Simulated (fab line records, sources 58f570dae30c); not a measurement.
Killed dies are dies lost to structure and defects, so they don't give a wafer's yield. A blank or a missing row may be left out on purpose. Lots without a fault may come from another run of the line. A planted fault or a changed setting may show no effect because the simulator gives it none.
Chamber matching | flow berkeley_cmos170 | UCB170_GATE_ETCH_15 on rie_si-02: 4 sister chambers
The step etches poly-Si in HBr/Cl2, stops on SiO2, time 56.3 s, target depth 278.2 nm. 20 wafers are shown with their chamber, then 10 later ones without.

WAFERS WITH THEIR CHAMBER
wafer  | chamber | drypump_motor_current_A (A) | throttle_valve_pct (%) | oes_product_au (a.u.)
L211.2 | 0       | 6.2                         | 26.75                  | 0.830
L211.4 | 3       | 6.4                         | 26.54                  | 0.856
L211.6 | 2       | 5.5                         | 26.38                  | 0.847
L212.2 | 0       | 6.2                         | 26.75                  | 0.821
L212.3 | 1       | 4.9                         | 26.55                  | 0.804
L212.4 | 3       | 6.4                         | 26.53                  | 0.848
L213.1 | 1       | 4.9                         | 26.56                  | 0.812
L213.2 | 2       | 5.5                         | 26.38                  | 0.848
L213.5 | 1       | 4.9                         | 26.57                  | 0.812
L215.3 | 3       | 6.5                         | 26.55                  | 0.848
L215.5 | 1       | 4.9                         | 26.58                  | 0.794
L215.6 | 2       | 5.5                         | 26.39                  | 0.840
L214.2 | 3       | 6.5                         | 26.56                  | 0.865
L214.3 | 0       | 6.2                         | 26.76                  | 0.822
L214.6 | 0       | 6.2                         | 26.74                  | 0.827
L217.3 | 3       | 6.5                         | 26.55                  | 0.854
L217.4 | 1       | 4.9                         | 26.58                  | 0.803
L217.5 | 2       | 5.5                         | 26.40                  | 0.837
L224.2 | 0       | 6.2                         | 26.75                  | 0.826
L224.3 | 3       | 6.4                         | 26.55                  | 0.844

SIGNATURES (means of the wafers above)
reading                 | chamber 0 | chamber 1 | chamber 2 | chamber 3 | scatter within a chamber
drypump_motor_current_A | 6.200     | 4.900     | 5.500     | 6.450     | 0.0306
throttle_valve_pct      | 26.7500   | 26.5680   | 26.3875   | 26.5467   | 0.0103
oes_product_au          | 0.82520   | 0.80500   | 0.84300   | 0.85250   | 0.00637
Rule: a wafer's distance from a chamber is the root of the sum, over the readings, of the square of ((its reading less the chamber's mean) divided by the reading's scatter). The wafer belongs to the nearest chamber; if the next one is less than 2 further off, it can't be placed. The scatter: the root of (the sum of the squares of (reading less its chamber's mean) over the shown wafers, divided by (wafers less chambers)).

WAFERS WITHOUT THEIR CHAMBER
wafer  | drypump_motor_current_A (A) | throttle_valve_pct (%) | oes_product_au (a.u.)
L224.4 | 4.9                         | 26.57                  | 0.799
L230.2 | 6.5                         | 26.55                  | 0.872
L230.3 | 4.9                         | 26.57                  | 0.810
L230.6 | 5.5                         | 26.38                  | 0.843
L231.2 | 6.2                         | 26.73                  | 0.809
L231.5 | 4.9                         | 26.55                  | 0.791
L231.6 | 6.2                         | 26.75                  | 0.816
L233.1 | 5.5                         | 26.39                  | 0.856
L233.3 | 4.9                         | 26.57                  | 0.815
L233.6 | 4.9                         | 26.56                  | 0.817

WHICH CHAMBER EACH WENT THROUGH
wafer  | from the rows above | in truth
L224.4 | 1                   | 1
L230.2 | 3                   | 3
L230.3 | 1                   | 1
L230.6 | 2                   | 2
L231.2 | 0                   | 0
L231.5 | 1                   | 1
L231.6 | 0                   | 0
L233.1 | 2                   | 2
L233.3 | 1                   | 1
L233.6 | 1                   | 1
Placed correctly: 10 of 10. Can't be placed from these rows: 0. Placed wrongly: 0.
